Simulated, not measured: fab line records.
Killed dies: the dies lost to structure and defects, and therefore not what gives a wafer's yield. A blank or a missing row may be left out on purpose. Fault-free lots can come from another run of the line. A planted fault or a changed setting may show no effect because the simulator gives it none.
Chamber matching	flow berkeley-cmos170	UCB170_V2_CMP_02 on cmp-01: 3 sister chambers
The step polishes SiO2. 3 wafers are shown with their chamber, then 5 later ones without.

WAFERS WITH THEIR CHAMBER
wafer	chamber	motor-current-A (A)
L571.1	3	19.5
L579.1	0	15.2
L579.2	1	14.1

WAFERS MISSING THEIR CHAMBER
wafer	motor-current-A (A)
L579.3	20.6
L581.1	19.9
L581.5	19.6
L584.3	19.6
L584.4	15.7

WHICH CHAMBER EACH WENT THROUGH
wafer	from the rows above	in truth
L579.3	3	3
L581.1	3	3
L581.5	3	3
L584.3	3	3
L584.4	can't be placed: 0 or 1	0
Correctly placed: 4 of 5. These rows do not allow placing 1 (true chamber among the candidates in 1). Wrongly placed: 0.
How it was worked out, from the rows above alone: a wafer's distance from a chamber is the root of the sum, over the readings, of the square of ((its reading less the chamber's mean) divided by the reading's scatter). The wafer belongs to the nearest chamber; if the next one is less than 2 further off, it can't be placed. For every chamber, the mean is computed from those of its wafers that are shown. The scatter (one wafer shown for each chamber): square how far every hidden wafer sits from the nearest shown wafer, average those squares and take the square root.
